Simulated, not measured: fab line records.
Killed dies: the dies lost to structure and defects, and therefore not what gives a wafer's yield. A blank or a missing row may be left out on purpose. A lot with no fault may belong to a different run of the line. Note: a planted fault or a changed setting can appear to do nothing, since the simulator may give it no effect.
Which tool was responsible? || flow berkeley cmos170 || Sampling: 7 lots, 21 wafers, 4 of 331 route steps

== WHAT EACH GAUGE READ, for each wafer ==
UCB170_CONTACT_CD_MEAS_90 targets a cd of 700 nm.
{"lot": "L391", "measured": "day 8 16:33", "on": "cd sem-02", "cd nm (nm)": "700.7 701.6 701.9"}
{"lot": "L396", "measured": "day 9 10:01", "on": "cd sem-02", "cd nm (nm)": "701.2 699.8 700.7"}
{"lot": "L398", "measured": "day 10 02:57", "on": "cd sem-01", "cd nm (nm)": "699.4 698.4 699.8"}
{"lot": "L400", "measured": "day 10 09:49", "on": "cd sem-02", "cd nm (nm)": "702.9 703.6 702.2"}
{"lot": "L402", "measured": "day 10 12:04", "on": "cd sem-02", "cd nm (nm)": "698.3 698.7 699.6"}
{"lot": "L404", "measured": "day 11 18:53", "on": "cd sem-01", "cd nm (nm)": "699.3 698.5 700.5"}
{"lot": "L411", "measured": "day 12 10:46", "on": "cd sem-02", "cd nm (nm)": "700.7 698.7 700.6"}

== EACH LOT AND THE TOOL THAT RAN IT (in order: tool; ch and the chambers of the sampled wafers; start) ==
{"lot": "L391", "UCB170_PFIELD_COAT_01": "litho track-02 ch 0, day 5 12:05", "UCB170_PFIELD_STRIP_08": "plasma asher-02 ch 0,1, day 5 14:11", "UCB170_SILICIDE_SPUTTER_01": "pvd sputter-03, day 8 11:04"}
{"lot": "L396", "UCB170_PFIELD_COAT_01": "litho track-02 ch 0, day 6 10:31", "UCB170_PFIELD_STRIP_08": "plasma asher-02 ch 0,1, day 6 11:24", "UCB170_SILICIDE_SPUTTER_01": "pvd sputter-01, day 9 04:17"}
{"lot": "L398", "UCB170_PFIELD_COAT_01": "litho track-02 ch 0, day 6 21:00", "UCB170_PFIELD_STRIP_08": "plasma asher-02 ch 0,1, day 6 22:10", "UCB170_SILICIDE_SPUTTER_01": "pvd sputter-02, day 9 19:56"}
{"lot": "L400", "UCB170_PFIELD_COAT_01": "litho track-02 ch 0, day 7 13:25", "UCB170_PFIELD_STRIP_08": "plasma asher-03 ch 0,1, day 7 15:07", "UCB170_SILICIDE_SPUTTER_01": "pvd sputter-02, day 10 05:22"}
{"lot": "L402", "UCB170_PFIELD_COAT_01": "litho track-02 ch 0, day 7 13:50", "UCB170_PFIELD_STRIP_08": "plasma asher-03 ch 0,1, day 7 15:23", "UCB170_SILICIDE_SPUTTER_01": "pvd sputter-03, day 10 05:50"}
{"lot": "L404", "UCB170_PFIELD_COAT_01": "litho track-04 ch 0, day 8 11:31", "UCB170_PFIELD_STRIP_08": "plasma asher-02 ch 0, day 8 13:19", "UCB170_SILICIDE_SPUTTER_01": "pvd sputter-01, day 11 12:45"}
{"lot": "L411", "UCB170_PFIELD_COAT_01": "litho track-04 ch 0, day 9 07:19", "UCB170_PFIELD_STRIP_08": "plasma asher-03 ch 0,1, day 9 08:31", "UCB170_SILICIDE_SPUTTER_01": "pvd sputter-02, day 12 05:26"}
- UCB170_PFIELD_COAT_01: resist thk 900 nm.
- UCB170_PFIELD_STRIP_08: strips in O2.
- UCB170_SILICIDE_SPUTTER_01: material Ti, target thk 30 nm, time 25 s.

== THE ANSWER, worked out from the rows above alone ==
Rule: the usual values come from the lots themselves. Put in order of their means at a reading, lots are off if they are a third of the lots or fewer, leave a main group of 4 or more, and stand apart from it by a gap of 3 or more times the standard deviation of the main group's means; of several such gaps the widest counts. A main group whose means are all the same, to the digits that the tables above print for the reading, isn't used. Also off: a lot with no number at a reading for which 4 or more lots have one. The other lots that the step has rows for count as sound.
Across all readings shown, no lot is off: no conclusion can be drawn from this.

== WHAT HAD BEEN PUT IN BY THE SIMULATOR ==
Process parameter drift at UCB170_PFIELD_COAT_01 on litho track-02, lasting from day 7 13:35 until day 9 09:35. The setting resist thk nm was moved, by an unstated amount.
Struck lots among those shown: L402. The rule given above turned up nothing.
